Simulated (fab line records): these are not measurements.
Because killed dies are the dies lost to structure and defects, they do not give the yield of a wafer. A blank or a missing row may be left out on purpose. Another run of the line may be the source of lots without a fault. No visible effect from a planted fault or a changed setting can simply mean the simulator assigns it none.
A single fault, viewed from 2 desks | flow berkeley-cmos170 | what lay behind the numbers comes last; until then each desk has only its own

## THE TOOL OWNER'S DESK: pvd-sputter-02
The tool's own readings at UCB170_M1_SPUTTER_00 (material Al, target thk 600 nm, time 80 s): means of the sampled wafers that have a number, for each lot that ran on this tool. A lot is out of limits, marked OUT, if its mean lies more than 4 standard deviations from the usual mean; the brackets give that distance.
Columns: A = chamber-pressure-pa at UCB170_M1_SPUTTER_00, usual 0.5001 Pa; B = throttle-valve-pct at UCB170_M1_SPUTTER_00, usual 30.4 %
lot  | first seen here | A      | B
L994 | day 9 10:41     | 0.4997 | 30.9
L995 | day 10 03:26    | 0.4997 | 31.1
L996 | day 10 23:16    | 0.4998 | 30.8
Result from this desk: across the 3 lots, nothing is out of limits.

## FROM THE METROLOGY DESK
Means of the sampled wafers that have a number, per lot and without regard to the tool the lot ran on: this is what the gauges read. A lot is out of limits, marked OUT, if its mean lies more than 4 standard deviations from the usual mean; the brackets give that distance.
Columns: A = M1_AL_RS at UCB170_M1_RS_MEAS_01, usual 0.0486 ohm/sq; B = M1_AL_THK at UCB170_M1_THK_MEAS_02, usual 604 nm
lot  | first seen here | A      | B
L992 | day 9 02:37     | 0.0488 | 600
L993 | day 9 09:53     | 0.0478 | 610
L994 | day 9 10:44     | 0.0493 | 600
L995 | day 10 03:31    | 0.0487 | 598
L997 | day 10 22:42    | 0.0478 | 610
L996 | day 10 23:19    | 0.0471 | 618
L100 | day 11 12:19    | 0.0484 | 602
L102 | day 11 15:32    | 0.0475 | 613
L107 | day 12 00:19    | 0.0491 | 601
L105 | day 12 04:24    | 0.0491 | 600
L112 | day 12 14:29    | 0.0477 | 611
L114 | day 13 16:35    | 0.0482 | 612
L115 | day 13 19:30    | 0.0491 | 600
Result from this desk: across the 13 lots, nothing is out of limits.

## TAKEN TOGETHER
The tool owner's desk saw nothing out of limits.
Metrology desk: nothing out of limits seen.

## WHAT THE SIMULATOR PUT IN
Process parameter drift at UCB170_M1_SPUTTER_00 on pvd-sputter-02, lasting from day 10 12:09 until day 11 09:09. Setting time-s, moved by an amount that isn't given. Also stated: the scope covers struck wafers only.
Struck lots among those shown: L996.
